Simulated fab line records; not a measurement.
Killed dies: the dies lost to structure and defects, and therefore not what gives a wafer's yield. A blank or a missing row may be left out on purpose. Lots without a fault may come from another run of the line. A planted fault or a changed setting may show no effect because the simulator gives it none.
One fault seen from 2 desks ; flow berkeley cmos170 ; every desk sees just its own numbers, and what lay behind them comes last

THE METROLOGY DESK
Means of the sampled wafers that have a number, per lot and without regard to the tool the lot ran on: this is what the gauges read. The brackets show how far a lot's mean lies from the usual mean; more than 4 standard deviations puts the lot out of limits, marked OUT.
Columns: A = FIELD_OXIDE_THK at UCB170_FIELD_THK_MEAS_02, usual 559 nm; B = FIELD_OXIDE_LEFT_2_THK at UCB170_FIELD_THK_MEAS_91, usual 354 nm; C = cd nm at UCB170_GATE_CD_MEAS_12, usual 350.1 nm; D = cd nm at UCB170_GATE_CD_MEAS_90, usual 350.2 nm
lot;first seen here;A;B;C;D
L186;day 4 22:32;564;357;350.0;350.4
L187;day 5 05:58;556;353;348.8;349.4
L189;day 5 05:58;557;353;349.8;350.6
L188;day 5 05:59;553;348;351.6;351.6
L191;day 5 19:28;551;345;349.8;350.3
L190;day 5 19:33;554;349;350.0;346.1
L194;day 6 11:40;544;337;349.1;344.8
L202;day 7 22:00;566;361;349.0;348.8
L205;day 8 06:33;556;351;350.3;350.5
L204;day 8 06:34;561;357;351.1;351.4
L208;day 9 00:50;582;377;349.6;349.1
L207;day 9 00:50;568;363;351.8;351.6
L209;day 9 16:30;556;351;350.7;351.0
This desk's verdict: no lot among the 13 shows anything out of limits.

DESK OF THE TOOL OWNER: rie diel-01
The tool's own readings at UCB170_GATE_ETCH_14 (etches BARC in N2/H2): means of the sampled wafers that have a number, for each lot that ran on this tool. The brackets show how far a lot's mean lies from the usual mean; more than 4 standard deviations puts the lot out of limits, marked OUT.
Columns: A = drypump motor current A at UCB170_GATE_ETCH_14, usual 5.6 A; B = oes product au at UCB170_GATE_ETCH_14, usual 0.991 a.u.; C = throttle valve pct at UCB170_GATE_ETCH_14, usual 13.30 %
lot;first seen here;A;B;C
L189;day 6 12:55;5.2;0.985;13.38
L187;day 6 13:31;5.5;0.972;13.29
L191;day 7 10:43;5.3;0.988;13.30
L190;day 7 11:05;5.4;1.286 (+12) OUT;13.41
L194;day 8 04:23;5.3;1.281 (+12) OUT;13.32
L207;day 10 17:29;5.4;0.969;13.29
This desk finds L190, L194 out of limits, L190 being first, at day 7 11:05 (oes product au at UCB170_GATE_ETCH_14). L189, L187, L191, L207: within limits.

PUT TOGETHER
The tool owner's desk could have raised an alarm at day 7 11:05, on L190, L194.
From the metrology desk's view, nothing was out of limits.
The metrology desk holds a record of L190, L194, inside its limits.
UCB170_GATE_ETCH_14 was run on rie diel-01 by each of the lots named.

WHAT THE SIMULATOR HAD INSERTED
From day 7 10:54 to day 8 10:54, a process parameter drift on rie diel-01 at UCB170_GATE_ETCH_14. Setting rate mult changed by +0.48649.
Shown lots that were struck: L190, L194.
Time in hours from fault onset to the first out-of-limits reading at each desk: the tool owner's desk, 0.
